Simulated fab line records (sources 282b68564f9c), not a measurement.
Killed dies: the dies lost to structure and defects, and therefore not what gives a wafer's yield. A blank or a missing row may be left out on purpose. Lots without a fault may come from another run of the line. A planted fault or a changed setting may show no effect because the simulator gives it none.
8D (eight disciplines) problem report, filled in by code	flow rit_cmos	the parts of the form that need people (team, actions taken, sign-off) are left out

== 1. PROBLEM STATEMENT ==
Wafers without a fault read 70.001, standard deviation 0.022; beam_energy_keV at RIT_NRETRO_IMPLANT_08 reads a mean of 79.091 on 6 wafers belonging to 2 lots. So: +99 or more standard deviations from the usual mean.
The first sign was on wafer L748.2 at day 5 00:56, on implanter-04. At this step, 42 wafers from 14 lots have a number in the record. Rule for "out" (also "out of limits"): further than 4 standard deviations from the usual mean. Any other wafer with a number is counted as sound.

== 2. WHAT IT IS; WHAT IT IS NOT ==
question	is	is not
which readings at this step	beam_energy_keV	-
which lots	L748, L752	L736, L737, L738, L739, L740, L742, L743, L744, L746, L756, L757, L758
which wafers of those lots	all that have a number	-
read on which tools	implanter-04	implanter-01, implanter-02
when	from day 5 00:56	up to then (27 sound wafers); but 9 sound wafers of L756, L757, L758 came after

== 3. SUSPECTS, AND WHAT RULES EACH OUT ==
Counting: a tool stays on the suspect list if, at a process step up to the reading, it processed all lots that are out and no sound lot following the first of them.
- implanter-04 at RIT_NRETRO_IMPLANT_08: kept. Every lot that is out went through it, starting with L748 (day 5 00:56), and after that it ran no sound lot; the last sound lot it ran before then is L743 (day 4 06:32). Its own beam_energy_keV readings are out on those wafers.
After counting, what remains is implanter-04 at RIT_NRETRO_IMPLANT_08.

== 4. THE CAUSE (what the simulator had put in) ==
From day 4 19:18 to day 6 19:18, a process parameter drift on implanter-04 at RIT_NRETRO_IMPLANT_08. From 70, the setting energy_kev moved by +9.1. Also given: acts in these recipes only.
Only this tool survived the counting.

== 5. THE EFFECT CHAIN, in route order ==
Rows list readings where the struck wafers' mean (over those with a number) sits beyond 3 standard deviations from the usual. Readings are gone through only where the record gives a usual standard deviation; hours: the median, over the lots, of the time from a lot's start at the first step in this table giving one to that lot's start at this step; sigmas: the change measured in usual standard deviations.
hours	step	reading	usual	on struck wafers	change	sigmas
0	RIT_NRETRO_IMPLANT_08	beam_energy_keV	70.001	79.091	+9.090	+99 or more
It contains these process steps:
- RIT_NRETRO_IMPLANT_08
Later steps that measure or inspect, where all struck wafers having a row at the step show a number for every such reading and not one has moved that far: RIT_NRETRO_TW_MEAS_10.

== 6. HOW IT WOULD HAVE BEEN CAUGHT EARLIER ==
In this record no reading fell out of limits until day 5 00:56, 6 hours after the fault had begun at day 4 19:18.
